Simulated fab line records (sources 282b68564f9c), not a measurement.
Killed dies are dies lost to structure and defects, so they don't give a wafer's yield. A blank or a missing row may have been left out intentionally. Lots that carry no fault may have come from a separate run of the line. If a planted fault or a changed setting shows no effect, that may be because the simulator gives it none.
Problem report, 8D (eight disciplines) form, completed by code | flow rit cmos | the parts of the form that need people (team, actions taken, sign-off) are left out

== 1. THE PROBLEM ==
At RIT_CONTACT_CLEAN_13, run length s averages 593 s over 9 wafers from 3 lots, while fault-free wafers read 629 s, standard deviation 3.2. That puts it -11 standard deviations away from the usual mean.
The step: cleans in SC1, time 600 s.
Earliest sighting: wafer L182.1 on wet bench-04 at day 5 18:06. Wafers with a number at this step in the record: 45, from 15 lots. By rule, "out" or "out of limits" means more than 4 standard deviations away from the usual mean. The other wafers with a number count as sound.

== 2. WHAT IT IS; WHAT IT IS NOT ==
question                    | is                     | is not
which readings at this step | run length s           | -
which lots                  | L182, L185, L187       | L170, L172, L173, L174, L175, L176, L178, L179, L180, L184, L189, L190
which wafers of those lots  | all that have a number | -
read on which tools         | wet bench-04           | wet bench-01, wet bench-03
when                        | from day 5 18:06       | up to then (27 sound wafers); but 9 sound wafers of L184, L189, L190 came after

== 3. SUSPECTS, AND WHAT RULES EACH OUT ==
Counting: any tool at a process step up to the reading is kept as a suspect provided that every lot that is out went through it and no sound lot did after the first of them.
- wet bench-04 at RIT_CONTACT_CLEAN_13 (cleans in SC1, time 600 s): kept. All lots that are out passed through it, beginning with L182 at day 5 18:06, and no sound lot followed; its final sound lot before that point was L180 at day 5 08:36. Out on those wafers are its own readings of run length s.
After counting, what remains is wet bench-04 at RIT_CONTACT_CLEAN_13.

== 4. THE CAUSE (what the simulator had put in) ==
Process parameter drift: wet bench-04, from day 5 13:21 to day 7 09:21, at RIT_CONTACT_CLEAN_13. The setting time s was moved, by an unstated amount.
Only this tool survived the counting.

== 5. SEQUENCE OF EFFECTS, ordered by route ==
Each row: a reading whose mean over the struck wafers that have a number lies more than 3 standard deviations from the usual. Only readings whose record carries a usual standard deviation are examined. hours: median over the lots of the time between each lot's start at the first step of this table that gives one and its start at this step. sigmas: the change, counted in usual standard deviations.
hours | step                 | reading      | usual | on struck wafers | change | sigmas
0     | RIT_CONTACT_CLEAN_13 | run length s | 629 s | 593              | -36    | -11
It contains these process steps:
- RIT_CONTACT_CLEAN_13: cleans in SC1, time 600 s.

== 6. HOW IT WOULD HAVE BEEN CAUGHT EARLIER ==
In this record the first reading out of limits was taken at day 5 18:06, 5 hours after the fault began at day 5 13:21.
